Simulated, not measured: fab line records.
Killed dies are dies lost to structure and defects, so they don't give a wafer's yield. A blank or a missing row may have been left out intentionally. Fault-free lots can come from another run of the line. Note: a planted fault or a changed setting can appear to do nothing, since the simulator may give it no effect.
Which tool is to blame?	flow berkeley-cmos170	14 lots, 42 wafers sampled, at 3 steps of a route of 331

== WHAT EACH GAUGE READ, for each wafer ==
UCB170_M2_OVL_MEAS_16. Usual: M2_OVL gives -4 nm (standard deviation 5.7).
lot	measured	on	M2_OVL (nm)	flag
L857	day 7 17:27	overlay-01	-1 -7 -7	
L858	day 7 17:05	overlay-01	3 4 -5	
L859	day 8 00:28	overlay-01	2 2 1	
L861	day 8 10:44	overlay-01	-7 0 -5	
L862	day 8 19:25	overlay-02	-5 0 6	
L863	day 8 19:40	overlay-01	-1 1 -6	
L864	day 9 11:44	overlay-01	-3 -15 -7	
L866	day 9 14:58	overlay-02	2 -3 -3	
L868	day 9 18:21	overlay-01	-7 -2 8	
L872	day 10 15:54	overlay-02	-1 -1 -4	
L874	day 11 14:25	overlay-01	-6 -6 -6	
L875	day 11 15:07	overlay-01	-15 -5 -9	
L878	day 11 15:17	overlay-02	-5 -5 2	
L879	day 12 03:05	overlay-01	-22 -13 -17	

UCB170_V2_BOW_MEAS_03. Usual: V2_BOW gives 38 um (standard deviation 6.7).
lot	measured	on	V2_BOW (um)	flag
L857	day 7 18:27	film-metro-02	32 44 34	
L858	day 7 18:05	film-metro-01	35 37 27	
L859	day 8 01:28	film-metro-02	42 37 33	
L861	day 8 11:46	film-metro-03	40 47 41	
L862	day 8 20:25	film-metro-02	32 31 36	
L863	day 8 20:43	film-metro-03	35 45 47	
L864	day 9 12:44	film-metro-03	50 18 37	
L866	day 9 16:10	film-metro-02	43 36 35	
L868	day 9 19:22	film-metro-03	40 46 34	
L872	day 10 17:04	film-metro-01	34 42 39	
L874	day 11 15:38	film-metro-03	44 39 43	
L875	day 11 16:21	film-metro-01	41 40 38	
L878	day 11 16:17	film-metro-02	29 37 40	
L879	day 12 04:05	film-metro-02	33 40 31	

== WHAT TOOL EACH LOT RAN ON (gives the tool, then ch and the chambers of the sampled wafers, and finally the start) ==
lot	UCB170_NWELL_STRIP_15
L857	plasma-asher-04 ch 0,1, day 2 14:15
L858	plasma-asher-04 ch 0,1, day 2 17:19
L859	plasma-asher-02 ch 0,1, day 2 22:35
L861	plasma-asher-04 ch 0,1, day 3 03:45
L862	plasma-asher-02 ch 0,1, day 3 12:30
L863	plasma-asher-02 ch 0,1, day 3 19:32
L864	plasma-asher-03 ch 0, day 4 02:44
L866	plasma-asher-04 ch 0,1, day 4 14:32
L868	plasma-asher-03 ch 0,1, day 4 16:38
L872	plasma-asher-03 ch 0, day 5 17:47
L874	plasma-asher-04 ch 0,1, day 6 11:31
L875	plasma-asher-03 ch 0,1, day 6 11:38
L878	plasma-asher-02 ch 0,1, day 6 20:42
L879	plasma-asher-04 ch 0,1, day 7 02:00
- UCB170_NWELL_STRIP_15: strips in O2.

== WHAT THE TOOLS THEMSELVES READ (means of the sampled wafers that have a number; where no wafer has one, the mark that the record gives instead) ==
UCB170_NWELL_STRIP_15. Usual: drypump-motor-current-A 5.82 A, standard deviation 0.22; oes-product-au 0.721 a.u., standard deviation 0.0049; strip-time-to-endpoint-s 18.04 s, standard deviation 0.096.
lot	tool	drypump-motor-current-A (A)	oes-product-au (a.u.)	strip-time-to-endpoint-s (s)	flag
L857	plasma-asher-04	5.97	0.721	18.09	
L858	plasma-asher-04	5.95	0.721	18.02	
L859	plasma-asher-02	5.67	0.723	18.01	
L861	plasma-asher-04	6.02	0.719	18.12	
L862	plasma-asher-02	5.52	0.720	17.95	
L863	plasma-asher-02	5.66	0.717	17.99	
L864	plasma-asher-03	5.90	0.719	17.87	
L866	plasma-asher-04	6.02	0.720	18.02	
L868	plasma-asher-03	5.74	0.727	18.00	
L872	plasma-asher-03	5.92	0.719	17.96	
L874	plasma-asher-04	5.96	0.721	18.15	
L875	plasma-asher-03	5.75	0.721	18.00	
L878	plasma-asher-02	5.68	0.722	18.20	
L879	plasma-asher-04	6.02	0.719	18.06	

== THE ANSWER, worked out from the rows above alone ==
Rule: a lot counts as off when the mean over its wafers that have a number is more than 3 standard deviations away from the usual mean. Also off: a lot with no number at a reading for which 4 or more lots have one. Where the step has rows for the other lots, those lots are counted as sound. Order of review: gauges by route order, followed by the tools' own readings, for which a lot's mean as printed above is used. At the first step where some lot is off, the reading lying furthest off is the one used; lots without a number count as furthest.
Nothing can be told from this: no lot is off at any reading shown.

== WHAT HAD BEEN PUT IN BY THE SIMULATOR ==
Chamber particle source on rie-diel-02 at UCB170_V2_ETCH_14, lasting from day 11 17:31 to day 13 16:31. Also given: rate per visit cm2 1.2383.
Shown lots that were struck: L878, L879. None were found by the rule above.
